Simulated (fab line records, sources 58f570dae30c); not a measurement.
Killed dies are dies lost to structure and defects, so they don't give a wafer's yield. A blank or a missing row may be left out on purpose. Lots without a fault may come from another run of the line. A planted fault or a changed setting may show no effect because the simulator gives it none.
One fault seen from 2 desks | flow berkeley_cmos170 | each desk has only its own numbers; what lay behind them comes last

THE TOOL OWNER'S DESK: implanter-02
The tool's own readings at UCB170_PFIELD_IMPLANT_07: means of the sampled wafers that have a number, for each lot that ran on this tool. A lot is out of limits, marked OUT, if its mean lies more than 4 standard deviations from the usual mean; the brackets give that distance.
Columns: A = beam_energy_keV at UCB170_PFIELD_IMPLANT_07, usual 80.000
lot  | first seen here | A
L237 | day 5 01:21     | 79.990
L239 | day 5 01:53     | 79.997
L241 | day 5 11:25     | 79.967
L248 | day 6 15:56     | 92.065 (+99 or more) OUT
L249 | day 6 23:19     | 92.061 (+99 or more) OUT
This desk's finding: out of limits on L248, L249; first on L248, day 6 15:56 (beam_energy_keV at UCB170_PFIELD_IMPLANT_07). In limits: L237, L239, L241.

THE METROLOGY DESK
What the gauges read, lot by lot, whatever tool the lot ran on: means of the sampled wafers that have a number. A lot is out of limits, marked OUT, if its mean lies more than 4 standard deviations from the usual mean; the brackets give that distance.
Columns: A = NWELL_OVL at UCB170_NWELL_OVL_MEAS_12, usual 2 nm
lot  | first seen here | A
L236 | day 2 14:25     | 3
L237 | day 2 20:16     | 2
L239 | day 3 01:27     | 4
L240 | day 3 09:24     | 4
L241 | day 3 12:55     | -3
L246 | day 4 09:33     | -1
L248 | day 4 17:10     | 3
L249 | day 5 07:06     | 5
L251 | day 5 13:01     | 1
L252 | day 5 16:28     | 2
L253 | day 5 21:30     | 1
L255 | day 6 07:27     | -1
L256 | day 6 14:26     | 4
L258 | day 6 23:26     | 3
This desk's finding: nothing out of limits on any of the 14 lots.

PUT TOGETHER
The tool owner's desk could have raised an alarm at day 6 15:56, on L248, L249.
The metrology desk saw nothing out of limits.
The metrology desk has L248, L249 on record, within its limits.
Of the lots named, all ran UCB170_PFIELD_IMPLANT_07 on implanter-02.

WHAT THE SIMULATOR HAD PUT IN
Process parameter drift: implanter-02, from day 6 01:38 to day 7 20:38, at UCB170_PFIELD_IMPLANT_07. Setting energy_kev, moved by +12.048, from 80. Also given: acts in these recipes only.
Lots struck among those shown: L248, L249.
Hours from the fault's start to each desk's first reading out of limits: the tool owner's desk, 14.
